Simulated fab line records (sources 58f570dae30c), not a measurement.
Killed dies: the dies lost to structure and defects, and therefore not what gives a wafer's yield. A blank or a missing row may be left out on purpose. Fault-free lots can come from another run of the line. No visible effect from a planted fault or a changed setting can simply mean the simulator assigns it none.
2 desks, one fault | flow berkeleyCmos170 | numbers are kept per desk, each desk with only its own; the story behind them comes last

== AT THE TOOL OWNER'S DESK: furnace-02 ==
The tool's own readings at UCB170_GATE_OXIDATION_01 (target thk 6.6 nm, ox time 1800 s): means of the sampled wafers that have a number, for each lot that ran on this tool. Any lot whose mean is over 4 standard deviations away from the usual mean is out of limits and marked OUT; that distance is given in the brackets.
Columns: A = spikeTcCentreC at UCB170_GATE_OXIDATION_01, usual 852.4 C; B = spikeTcLoadC at UCB170_GATE_OXIDATION_01, usual 874.9 C; C = spikeTcSourceC at UCB170_GATE_OXIDATION_01, usual 872.8 C; D = tubeCenterTempC at UCB170_GATE_OXIDATION_01, usual 850.01 C; E = tube_center_temp_C_max at UCB170_GATE_OXIDATION_01, usual 852.2; F = zonePowerSourcePct at UCB170_GATE_OXIDATION_01, usual 24.5 %
lot  | first seen here | A               | B               | C                | D                        | E               | F
L716 | day 7 00:51     | 852.7           | 873.7           | 870.6            | 849.95                   | 852.1           | 24.1
L717 | day 7 16:37     | 852.8           | 874.1           | 872.0            | 850.00                   | 852.0           | 24.3
L718 | day 7 16:37     | 852.3           | 873.8           | 872.0            | 850.02                   | 852.0           | 24.3
L719 | day 7 16:37     | 852.0           | 874.1           | 870.6            | 849.97                   | 852.0           | 24.2
L720 | day 7 16:37     | 852.4           | 874.2           | 871.3            | 849.96                   | 852.2           | 24.1
L727 | day 9 08:05     | 853.2           | 874.0           | 871.3            | 850.00                   | 852.3           | 24.3
L728 | day 9 08:05     | 852.6           | 874.6           | 870.9            | 850.03                   | 852.0           | 24.5
L729 | day 9 21:13     | 828.3 (-24) OUT | 848.5 (-16) OUT | 845.6 (-9.7) OUT | 825.02 (-99 or more) OUT | 827.3 (-73) OUT | 22.9
L730 | day 9 21:13     | 828.9 (-24) OUT | 848.8 (-15) OUT | 845.1 (-9.9) OUT | 824.98 (-99 or more) OUT | 827.2 (-73) OUT | 22.9
L732 | day 9 21:13     | 826.1 (-27) OUT | 848.7 (-15) OUT | 845.9 (-9.6) OUT | 825.10 (-99 or more) OUT | 827.6 (-72) OUT | 22.4
This desk finds L729, L730, L732 out of limits, L729 being first, at day 9 21:13 (spikeTcCentreC at UCB170_GATE_OXIDATION_01). Within limits: L716, L717, L718, L719, L720, L727, L728.

== METROLOGY DESK ==
Means of the sampled wafers that have a number, per lot and without regard to the tool the lot ran on: this is what the gauges read. Any lot whose mean is over 4 standard deviations away from the usual mean is out of limits and marked OUT; that distance is given in the brackets.
Columns: A = GATE_OXIDE_THK at UCB170_GATE_THK_MEAS_02, usual 6.61 nm; B = cdNm at UCB170_GATE_CD_MEAS_90, usual 350.6 nm; C = SILICIDE_TI_THK at UCB170_SILICIDE_THK_MEAS_03, usual 29.6 nm
lot  | first seen here | A              | B     | C
L716 | day 7 02:25     | 6.83           | 349.9 | 29.4
L717 | day 7 18:07     | 6.54           | 351.2 | 30.0
L720 | day 7 18:10     | 6.72           | 350.1 | 29.4
L718 | day 7 18:10     | 6.62           | 349.8 | 29.5
L719 | day 7 18:13     | 6.58           | 354.0 | 29.2
L721 | day 8 06:22     | 6.45           | 350.7 | 29.7
L722 | day 8 17:11     | 6.65           | 348.6 | 29.6
L723 | day 8 17:12     | 6.63           | 351.2 | 29.7
L726 | day 9 04:34     | 6.54           | 352.0 | 29.8
L725 | day 9 04:35     | 6.56           | 349.4 | 29.5
L728 | day 9 09:35     | 6.83           | 349.8 | 29.5
L727 | day 9 09:39     | 6.67           | 349.6 | 29.8
L729 | day 9 22:43     | 4.85 (-16) OUT | 350.3 | 29.5
L730 | day 9 22:43     | 4.82 (-16) OUT | 349.3 | 29.5
L732 | day 9 22:47     | 4.82 (-16) OUT | 350.7 | 29.1
This desk finds L729, L730, L732 out of limits, with the earliest case on L729 at day 9 22:43 (GATE_OXIDE_THK at UCB170_GATE_THK_MEAS_02). Within limits: L716, L717, L720, L718, L719, L721, L722, L723, L726, L725, L728, L727.

== ALL TOGETHER ==
An alarm could have come from the tool owner's desk at day 9 21:13, on L729, L730, L732.
L729, L730, L732 would have let the metrology desk raise an alarm at day 9 22:43.
All the named lots went through UCB170_GATE_OXIDATION_01 on furnace-02.

== WHAT HAD BEEN PUT IN BY THE SIMULATOR ==
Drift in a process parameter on furnace-02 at UCB170_GATE_OXIDATION_01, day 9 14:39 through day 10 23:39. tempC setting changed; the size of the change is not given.
Lots struck among those shown: L729, L730, L732.
Counting hours from when the fault started, the first reading out of limits came at 7 for the tool owner's desk and at 8 for the metrology desk.
